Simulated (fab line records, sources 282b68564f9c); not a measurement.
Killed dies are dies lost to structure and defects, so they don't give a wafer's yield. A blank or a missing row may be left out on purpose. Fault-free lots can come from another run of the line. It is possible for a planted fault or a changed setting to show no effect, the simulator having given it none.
Which of the tools did it? + flow rit-cmos + Sampling: 7 lots, 21 wafers, 2 of 202 route steps

## WHAT THE GAUGES SHOWED, per wafer
RIT_REOX_THK_MEAS_04.
| lot  | measured    | on            | REOX_OXIDE_THK (nm) |
|------|-------------|---------------|---------------------|
| L964 | day 3 09:07 | film-metro-02 | 25.3 25.1 24.8      |
| L966 | day 3 19:07 | film-metro-03 | 25.7 25.8 25.9      |
| L968 | day 4 03:53 | film-metro-03 | 25.3 25.1 25.4      |
| L973 | day 5 07:46 | film-metro-04 | 40.5 39.5 40.3      |
| L975 | day 5 15:04 | film-metro-04 | 26.1 26.0 26.3      |
| L977 | day 6 05:31 | film-metro-02 | 41.5 41.6 41.7      |
| L982 | day 7 02:07 | film-metro-04 | 25.3 25.6 25.9      |

## WHAT TOOL EACH LOT RAN ON (gives the tool, then ch and the chambers of the sampled wafers, and finally the start)
| lot  | RIT_REOX_OXIDATION_03        |
|------|------------------------------|
| L964 | furnace-01 ch 0, day 3 06:32 |
| L966 | furnace-03 ch 0, day 3 16:34 |
| L968 | furnace-02 ch 0, day 4 01:20 |
| L973 | furnace-03 ch 0, day 5 02:29 |
| L975 | furnace-02 ch 0, day 5 12:31 |
| L977 | furnace-01 ch 0, day 6 00:15 |
| L982 | furnace-03 ch 0, day 6 23:33 |
- RIT_REOX_OXIDATION_03: target thk 25.2 nm, ox time 5580 s.

## THE ANSWER, worked out from the rows above alone
Rule: the lots themselves supply what counts as usual. The widest of any qualifying gaps counts: lots, ordered by their means at a reading, are off when they make up no more than a third of the lots, leave a main group of 4 or more, and stand apart from it by 3 or more times the standard deviation of that group's means. If all means in a main group match to the digits the tables above print for the reading, that group is not used. A lot without any number at a reading at which 4 lots or more have one is off too. The other lots that the step has rows for count as sound.
Off: at RIT_REOX_THK_MEAS_04 (REOX_OXIDE_THK), L973, L977. For the main group the mean is 25.6 nm and the standard deviation 0.38.
If a tool, at a process step before that reading, ran all the lots that are off and no sound lot after the first of them, it fits. Those tools and the gauges at RIT_REOX_THK_MEAS_04 are tried in the same way. Not one of the candidates tried fits.

## WHAT THE SIMULATOR HAD INSERTED
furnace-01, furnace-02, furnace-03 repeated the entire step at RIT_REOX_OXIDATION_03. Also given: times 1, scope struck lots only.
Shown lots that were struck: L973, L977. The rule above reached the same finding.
